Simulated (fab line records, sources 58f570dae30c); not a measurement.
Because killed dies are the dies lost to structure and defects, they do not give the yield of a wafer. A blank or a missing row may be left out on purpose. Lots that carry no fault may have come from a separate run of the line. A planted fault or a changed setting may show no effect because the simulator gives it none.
fab line records + flow berkeleyCmos170
record
- lots=6
- wafers=18
- lastDay=13
route steps=331 shown PWELL@37
lots untouched by any fault: they come from a run of this same line in which no faults occurred
startH: the number of hours between the record's first day and the start of the first shown wafer of the lot + waitH: how many hours have passed since the lot's step before this one + " same as the row above + L1.1+2: several wafers, shown together as one row + - value missing, or start not given + * or withheld: withheld + < > ~ a bound
route shown NAME@n: names a module that has steps shown in the file, with the first one's number in the route + usual: mean and standard deviation over wafers with no fault + same: alike in all rows + chamber/n: place in a boat + sites: per-site readings + _std_site: their standard deviation + _edge_site: the outer-site mean with the inner-site mean subtracted + radiusMm: for every site, how far away it sits from the centre of the wafer + mask NAME#n: copy n + behind: tool/chamber where the wafer was last shaped + hold: what put the lot on hold/how long, in hours/how the hold closed + device: names the non-switching transistor (n, p or np) + end of line: the same wafers' tests at the end of the route + for a step that has no rows: nothing shown but its recipe + killed: count of dies lost to structure and defects at first sort (not the wafer's yield) + map: shows each die of a wafer: x if killed, . if not, _ if none is there
set.NAME: the setting as run; set.NAME@STEP: as run at that earlier step + model.NAME: the simulator's own value behind a step, which no gauge read
lots seen at some steps along the route; tables by step, rows by wafer
services: when a tool's chamber went out of use (startH, in hours from the record's first day, below 0 if earlier), for how many hours, and the reason
## steps
# step UCB170_PWELL_THK_MEAS_03
# recipe
- reads=SiO2_of_PWELL_OXIDATION_02
# usual
- PWELL_OXIDE_THK=26.2/0.43
| lot.wafer | tool         | chamber | startH | waitH | PWELL_OXIDE_THK[nm] |
|-----------|--------------|---------|--------|-------|---------------------|
| L540.3    | filmMetro-03 | -       | 50.50  | 0.0   | 26.2                |
| L540.4    | "            | -       | "      | "     | 26.6                |
| L540.6    | "            | -       | "      | "     | 26.1                |
| L550.1    | filmMetro-04 | -       | 95.66  | 0.0   | 26.5                |
| L550.3    | "            | -       | "      | "     | 25.9                |
| L550.4    | "            | -       | "      | "     | 26.1                |
| L552.1    | filmMetro-04 | -       | 108.60 | 0.0   | 25.9                |
| L552.3    | "            | -       | "      | "     | 25.9                |
| L552.5    | "            | -       | "      | "     | 25.9                |
| L554.1    | filmMetro-02 | -       | 119.06 | 0.0   | 26.4                |
| L554.4    | "            | -       | "      | "     | 25.9                |
| L554.6    | "            | -       | "      | "     | 26.5                |
| L562.2    | filmMetro-04 | -       | 155.28 | 0.0   | 26.3                |
| L562.3    | "            | -       | "      | "     | 26.1                |
| L562.6    | "            | -       | "      | "     | 26.4                |
| L563.2    | filmMetro-04 | -       | 166.87 | 0.0   | 26.7                |
| L563.5    | "            | -       | "      | "     | 26.4                |
| L563.6    | "            | -       | "      | "     | 26.1                |
# step UCB170_PWELL_ANNEAL_04
# recipe
- tempC=1000
- timeS=900
- ambient=N2
# step UCB170_PWELL_CVD_05
# recipe
- material=Si3N4
- targetThkNm=220
- tempC=800
- precursor=SiH2Cl2/NH3
- timeS=3300
- pressureMtorr=200
- sih2cl2FlowSccm=25
- nh3FlowSccm=75
# step UCB170_PWELL_THK_MEAS_06
# recipe
- reads=Si3N4_of_PWELL_CVD_05
# usual
- PWELL_NITRIDE_THK=221.1/2.1
| lot.wafer | tool         | chamber | startH | waitH | PWELL_NITRIDE_THK[nm] |
|-----------|--------------|---------|--------|-------|-----------------------|
| L540.3    | filmMetro-04 | -       | 56.83  | 0.0   | 223.2                 |
| L540.4    | "            | -       | "      | "     | 222.8                 |
| L540.6    | "            | -       | "      | "     | 221.8                 |
| L550.1    | filmMetro-03 | -       | 102.31 | 0.0   | 219.2                 |
| L550.3    | "            | -       | "      | "     | 220.7                 |
| L550.4    | "            | -       | "      | "     | 218.0                 |
| L552.1    | filmMetro-03 | -       | 114.02 | 0.0   | 222.1                 |
| L552.3    | "            | -       | "      | "     | 223.1                 |
| L552.5    | "            | -       | "      | "     | 221.5                 |
| L554.1    | filmMetro-02 | -       | 126.78 | 0.0   | 222.9                 |
| L554.4    | "            | -       | "      | "     | 222.3                 |
| L554.6    | "            | -       | "      | "     | 221.0                 |
| L562.2    | filmMetro-04 | -       | 163.38 | 0.1   | 220.4                 |
| L562.3    | "            | -       | "      | "     | 218.9                 |
| L562.6    | "            | -       | "      | "     | 219.5                 |
| L563.2    | filmMetro-02 | -       | 172.63 | 0.0   | 220.6                 |
| L563.5    | "            | -       | "      | "     | 219.9                 |
| L563.6    | "            | -       | "      | "     | 219.9                 |
# step UCB170_PWELL_HMDS_07
# recipe
- primeTimeS=60
- primeTempC=100
# step UCB170_PWELL_COAT_08
# recipe
- resist=KrF
- spinRpm=1500
- resistThkNm=900
# step UCB170_PWELL_SOFTBAKE_09
# recipe
- resist=KrF
- tempC=130
- timeS=60
# step UCB170_PWELL_EXPOSE_10
# recipe
- maskId=PWELL
- targetCdNm=3000
- na=0.5
- sigmaOuter=0.6
- sourceShape=conventional
- doseMj=19
# step UCB170_PWELL_PEB_11
# recipe
- pebTempC=130
- pebTimeS=withheld
- resist=KrF
# step UCB170_PWELL_DEVELOP_12
# recipe
- developer=TMAH
- developTimeS=45
- resist=KrF
- devTempC=21
# step UCB170_PWELL_OVL_MEAS_13
# usual
- PWELL_OVL=-2/5.4
| lot.wafer | tool       | chamber | startH | waitH | PWELL_OVL[nm] |
|-----------|------------|---------|--------|-------|---------------|
| L540.3    | overlay-02 | -       | 58.64  | -     | -2            |
| L540.4    | "          | -       | "      | "     | -3            |
| L540.6    | "          | -       | "      | "     | -4            |
| L550.1    | overlay-01 | -       | 103.22 | -     | 3             |
| L550.3    | "          | -       | "      | "     | 5             |
| L550.4    | "          | -       | "      | "     | -4            |
| L552.1    | overlay-02 | -       | 115.05 | -     | -6            |
| L552.3    | "          | -       | "      | "     | -8            |
| L552.5    | "          | -       | "      | "     | -2            |
| L554.1    | overlay-01 | -       | 129.27 | -     | 5             |
| L554.4    | "          | -       | "      | "     | 6             |
| L554.6    | "          | -       | "      | "     | -3            |
| L562.2    | overlay-01 | -       | 164.79 | -     | -12           |
| L562.3    | "          | -       | "      | "     | 2             |
| L562.6    | "          | -       | "      | "     | -4            |
| L563.2    | overlay-02 | -       | 175.61 | -     | -4            |
| L563.5    | "          | -       | "      | "     | 4             |
| L563.6    | "          | -       | "      | "     | -5            |
# step UCB170_PWELL_ETCH_14
# recipe
- chemistry=CH3F/Ar/O2
- target=Si3N4
- stopOn=SiO2
- CH3F_flow_sccm=20
- Ar_flow_sccm=50
- O2_flow_sccm=7
- pressureMtorr=50
- rfW=450
- targetDepthA=2420
- overEtchFrac=0.1
- timeS=151
# usual
- drypumpMotorCurrentA=5.83/0.3
- oesProductAu=0.944/0.01
- throttleValvePct=8.08/0.15
| lot.wafer | tool       | chamber | startH | waitH | drypumpMotorCurrentA | oesProductAu | rfHoursCounterH | throttleValvePct |
|-----------|------------|---------|--------|-------|----------------------|--------------|-----------------|------------------|
| L540.3    | rieDiel-04 | 0       | 58.66  | 0.0   | 5.91                 | 0.935        | 19              | 7.84             |
| L540.4    | "          | 3       | "      | "     | 5.66                 | 0.946        | 2               | 8.27             |
| L540.6    | "          | 1       | "      | "     | 5.74                 | 0.946        | -               | 8.05             |
| L550.1    | rieDiel-03 | 1       | 103.25 | 0.0   | 5.72                 | 0.937        | 118             | 8.09             |
| L550.3    | "          | 3       | "      | "     | 5.80                 | 0.940        | 106             | 8.16             |
| L550.4    | "          | 0       | "      | "     | 6.41                 | 0.937        | 108             | 8.26             |
| L552.1    | rieDiel-04 | 0       | 115.09 | 0.0   | 5.88                 | 0.932        | 22              | 7.82             |
| L552.3    | "          | 2       | "      | "     | 5.40                 | 0.972        | 95              | 7.92             |
| L552.5    | "          | 0       | "      | "     | 5.89                 | 0.923        | -               | 7.83             |
| L554.1    | rieDiel-01 | 1       | 129.31 | 0.0   | 5.79                 | 0.935        | 17              | 8.21             |
| L554.4    | "          | 0       | "      | "     | 6.06                 | 0.949        | 108             | 8.05             |
| L554.6    | "          | 3       | "      | "     | 5.43                 | 0.953        | -               | 8.05             |
| L562.2    | rieDiel-03 | 1       | 164.82 | 0.0   | 5.74                 | 0.931        | 121             | 8.11             |
| L562.3    | "          | 0       | "      | "     | 6.44                 | 0.940        | 111             | 8.26             |
| L562.6    | "          | 1       | "      | "     | 5.73                 | 0.934        | -               | 8.08             |
| L563.2    | rieDiel-03 | 0       | 175.64 | 0.0   | 6.44                 | 0.946        | 112             | 8.27             |
| L563.5    | "          | 1       | "      | "     | 5.71                 | 0.937        | -               | 8.10             |
| L563.6    | "          | 0       | "      | "     | 6.44                 | 0.936        | -               | 8.25             |
# step UCB170_PWELL_IMPLANT_15
# recipe
- species=B
- doseCm2=5e+12
- energyKev=60
- tiltDeg=7
# usual
- beamOnS=9.98/0.19
- tiltDeg=6.998/0.02
| lot.wafer | tool         | chamber | startH | waitH | beamOnS | tiltDeg |
|-----------|--------------|---------|--------|-------|---------|---------|
| L540.3    | implanter-03 | 0       | 58.81  | 0.1   | 10.04   | 6.996   |
| L540.4    | "            | 0       | "      | "     | 9.94    | 7.005   |
| L540.6    | "            | 0       | "      | "     | 9.92    | 6.990   |
| L550.1    | implanter-04 | 0       | 103.35 | 0.1   | 10.18   | 6.942   |
| L550.3    | "            | 0       | "      | "     | 9.94    | 6.999   |
| L550.4    | "            | 0       | "      | "     | 9.87    | 6.938   |
| L552.1    | implanter-04 | 0       | 115.19 | 0.1   | 9.64    | 4.918   |
| L552.3    | "            | 0       | "      | "     | 9.84    | 4.920   |
| L552.5    | "            | 0       | "      | "     | 9.96    | 4.953   |
| L554.1    | implanter-04 | 0       | 129.41 | 0.1   | 9.73    | 4.903   |
| L554.4    | "            | 0       | "      | "     | 10.18   | 4.924   |
| L554.6    | "            | 0       | "      | "     | 10.27   | 4.892   |
| L562.2    | implanter-01 | 0       | 164.95 | 0.1   | 10.09   | 6.997   |
| L562.3    | "            | 0       | "      | "     | 9.85    | 7.009   |
| L562.6    | "            | 0       | "      | "     | 9.58    | 7.007   |
| L563.2    | implanter-01 | 0       | 175.76 | 0.1   | 10.34   | 7.057   |
| L563.5    | "            | 0       | "      | "     | 9.64    | 7.011   |
| L563.6    | "            | 0       | "      | "     | 10.15   | 7.007   |
# step UCB170_PWELL_STRIP_16
# recipe
- chemistry=O2
- powerW=400
- pressureMtorr=3500
- platenTempC=withheld
- o2FlowSccm=400
- overashFraction=0.5
# usual
- drypumpMotorCurrentA=5.68/0.25
- oesProductAu=0.721/0.0042
- stripTimeToEndpointS=18.11/0.097
# same
- overashFraction=0.5
| lot.wafer | tool           | chamber | startH | waitH | drypumpMotorCurrentA | oesProductAu | rfHoursCounterH | stripTimeToEndpointS |
|-----------|----------------|---------|--------|-------|----------------------|--------------|-----------------|----------------------|
| L540.3    | plasmaAsher-02 | 0       | 58.95  | 0.1   | 5.66                 | 0.716        | -               | 18.11                |
| L540.4    | "              | 1       | "      | "     | 6.08                 | 0.723        | -               | 18.05                |
| L540.6    | "              | 0       | "      | "     | 5.67                 | 0.721        | -               | 18.17                |
| L550.1    | plasmaAsher-02 | 0       | 103.50 | 0.1   | 5.70                 | 0.721        | 30              | 18.03                |
| L550.3    | "              | 0       | "      | "     | 5.70                 | 0.717        | -               | 18.21                |
| L550.4    | "              | 1       | "      | "     | 6.12                 | 0.717        | -               | 18.15                |
| L552.1    | plasmaAsher-02 | 1       | 115.34 | 0.1   | 6.16                 | 0.720        | 31              | 18.11                |
| L552.3    | "              | 1       | "      | "     | 6.21                 | 0.720        | -               | 17.97                |
| L552.5    | "              | 0       | "      | "     | 5.67                 | 0.725        | -               | 18.13                |
| L554.1    | plasmaAsher-02 | 1       | 129.56 | 0.1   | 6.15                 | 0.721        | 32              | 18.07                |
| L554.4    | "              | 0       | "      | "     | 5.69                 | 0.715        | -               | 18.15                |
| L554.6    | "              | 0       | "      | "     | 5.68                 | 0.720        | -               | 17.89                |
| L562.2    | plasmaAsher-04 | 1       | 165.07 | 0.1   | 5.36                 | 0.720        | 44              | 17.91                |
| L562.3    | "              | 0       | "      | "     | 5.74                 | 0.718        | -               | 18.11                |
| L562.6    | "              | 0       | "      | "     | 5.78                 | 0.729        | -               | 17.89                |
| L563.2    | plasmaAsher-04 | 1       | 175.89 | 0.1   | 5.36                 | 0.730        | 46              | 18.13                |
| L563.5    | "              | 0       | "      | "     | 5.76                 | 0.725        | -               | 17.92                |
| L563.6    | "              | 1       | "      | "     | 5.34                 | 0.725        | -               | 18.11                |
## services
| tool           | chamber | startH | hours | kind   |
|----------------|---------|--------|-------|--------|
| implanter-01   | -       | 46.62  | 5.5   | pm     |
| rieDiel-04     | 1       | 46.77  | 2.3   | repair |
| rieDiel-01     | 0       | 53.01  | 11.6  | repair |
| implanter-03   | -       | 84.47  | 1.8   | repair |
| rieDiel-01     | 0       | 86.50  | 22.1  | repair |
| rieDiel-04     | -       | 100.18 | 1.3   | repair |
| implanter-01   | -       | 105.14 | 3.7   | repair |
| plasmaAsher-02 | -       | 139.06 | 15.6  | pm     |
| rieDiel-03     | 1       | 153.53 | 7.9   | repair |
| implanter-03   | -       | 157.76 | 4.6   | pm     |
| plasmaAsher-02 | -       | 159.45 | 5.5   | repair |
| rieDiel-03     | 2       | 161.19 | 4.4   | repair |
| implanter-03   | -       | 163.55 | 2.0   | repair |
| implanter-03   | -       | 164.61 | 3.7   | repair |
| plasmaAsher-02 | -       | 171.19 | 3.6   | repair |
## key
firstSign
- step=UCB170_PWELL_IMPLANT_15
- reading=tiltDeg
- direction=down
- sigmas=99+
- usual=6.998
- struck=4.919
effect none on later readings
metAt UCB170_PWELL_IMPLANT_15
struckWafers L552.1,L552.3,L552.5,L554.1,L554.4,L554.6
sortLeftOut L552.1,L552.3,L552.5
testerLeftOut L552,L554
onsetBetween 103.35 115.19
fault
- kind=processParameterDrift
- tool=implanter-04
- chamber=-
- onsetH=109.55
- steps=UCB170_PWELL_IMPLANT_15
- channel=tiltDeg
- offset=-2.0813
- shape=step
- endH=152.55
- actsIn=theseRecipesOnly
- stated=7
# testerLeftOut: of these lots the tester's yield and bins aren't shown, on N5 and GAA mostly nor the transistor test; their killed dies are dies lost to structure and defects alone, not to doping, threshold or leakage, so they don't give the yield
# sortLeftOut: the simulated sort isn't trusted on such a fault, so these wafers' sort isn't shown, and their yield isn't known
